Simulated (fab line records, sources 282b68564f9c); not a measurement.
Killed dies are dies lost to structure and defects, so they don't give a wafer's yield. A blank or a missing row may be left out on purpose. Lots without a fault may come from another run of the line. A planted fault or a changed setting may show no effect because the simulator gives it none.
Tool commonality check | flow rit_cmos | 15 lots, 45 wafers sampled

WHY IT WAS OPENED
At RIT_WELLDRIVE_RS_MEAS_01 the reading NWELL_RS is flagged on 3 of 15 lots. Wafers without a fault read 275.9 ohm/sq, standard deviation 0.73.
Rule: a lot is flagged when every wafer of it that has a number lies more than 4 standard deviations from that mean, or none has a number. The other lots count as sound.

lot  | measured    | on            | NWELL_RS (ohm/sq), wafer by wafer | flag
L303 | day 2 04:37 | film_metro-03 | 276.0 276.5 276.3                 |
L305 | day 2 13:43 | film_metro-02 | 276.7 277.2 275.7                 |
L307 | day 3 01:01 | film_metro-03 | 276.9 276.2 277.0                 |
L308 | day 3 06:11 | film_metro-03 | 260.3 260.6 260.4                 | FLAGGED
L309 | day 3 11:40 | film_metro-03 | 276.3 275.6 276.3                 |
L310 | day 3 14:37 | film_metro-04 | 259.5 259.1 259.9                 | FLAGGED
L311 | day 3 21:05 | film_metro-04 | 258.3 258.2 258.5                 | FLAGGED
L318 | day 5 07:06 | film_metro-02 | 275.8 276.1 277.0                 |
L319 | day 5 12:28 | film_metro-02 | 275.5 275.9 275.5                 |
L320 | day 5 19:01 | film_metro-03 | 276.1 277.2 276.7                 |
L321 | day 5 22:25 | film_metro-02 | 276.8 275.6 276.8                 |
L322 | day 6 02:44 | film_metro-02 | 275.8 275.0 275.9                 |
L324 | day 6 13:01 | film_metro-03 | 276.8 276.6 275.5                 |
L325 | day 6 19:22 | film_metro-03 | 277.4 275.6 276.5                 |
L326 | day 6 23:15 | film_metro-02 | 274.7 275.4 274.2                 |
The numbers of the flagged lots are 259.4 ohm/sq on average: -16.5 ohm/sq against the usual, or -23 standard deviations.

WHICH TOOL RAN EACH LOT
The record holds 1 process step before the reading, out of a route of 202 steps. In each cell: the tool, then ch and the chambers that the sampled wafers went through, then the start.
lot  | flag    | RIT_WELLDRIVE_ANNEAL_00
L303 |         | furnace-04 ch 0, day 1 23:31
L305 |         | furnace-04 ch 0, day 2 08:38
L307 |         | furnace-03 ch 0, day 2 19:55
L308 | FLAGGED | furnace-03 ch 0, day 3 01:05
L309 |         | furnace-01 ch 0, day 3 06:34
L310 | FLAGGED | furnace-03 ch 0, day 3 09:32
L311 | FLAGGED | furnace-03 ch 0, day 3 15:59
L318 |         | furnace-04 ch 0, day 5 01:59
L319 |         | furnace-01 ch 0, day 5 07:23
L320 |         | furnace-01 ch 0, day 5 13:55
L321 |         | furnace-04 ch 0, day 5 17:19
L322 |         | furnace-01 ch 0, day 5 21:36
L324 |         | furnace-03 ch 0, day 6 07:56
L325 |         | furnace-01 ch 0, day 6 14:17
L326 |         | furnace-03 ch 0, day 6 18:08
What these steps do:
- RIT_WELLDRIVE_ANNEAL_00: time 14700 s.
- RIT_WELLDRIVE_RS_MEAS_01: measures by four-point-probe.

FLAGGED OVER TOTAL, TOOL BY TOOL (the gauges that took the reading come last)
step                     | tool          | lots run | flagged | share of the flagged lots | sound lots run after its first flagged lot
RIT_WELLDRIVE_ANNEAL_00  | furnace-01    | 5        | 0       | none                      | -
RIT_WELLDRIVE_ANNEAL_00  | furnace-03    | 6        | 3       | all                       | 2 (L324,L326)
RIT_WELLDRIVE_ANNEAL_00  | furnace-04    | 4        | 0       | none                      | -
RIT_WELLDRIVE_RS_MEAS_01 | film_metro-02 | 6        | 0       | none                      | -
RIT_WELLDRIVE_RS_MEAS_01 | film_metro-03 | 7        | 1       | some                      | 4 (L309,L320,L324,L325)
RIT_WELLDRIVE_RS_MEAS_01 | film_metro-04 | 2        | 2       | some                      | 0

WHAT THE TABLE ALLOWS
1 row of the table ran every flagged lot: furnace-03 at RIT_WELLDRIVE_ANNEAL_00.
- furnace-03 at RIT_WELLDRIVE_ANNEAL_00: 3 of its 6 lots flagged. Sound lots ran on it after the first flagged one (L324, L326), which a lasting fault on the whole tool wouldn't allow. Its own readings lie more than 4 standard deviations out on every wafer of the flagged lots: spike_tc_centre_C, spike_tc_source_C, tube_center_temp_C, tube_center_temp_C_max.
No row of the table ran every flagged lot and no sound lot after the first.

WHAT THE SIMULATOR HAD PUT IN
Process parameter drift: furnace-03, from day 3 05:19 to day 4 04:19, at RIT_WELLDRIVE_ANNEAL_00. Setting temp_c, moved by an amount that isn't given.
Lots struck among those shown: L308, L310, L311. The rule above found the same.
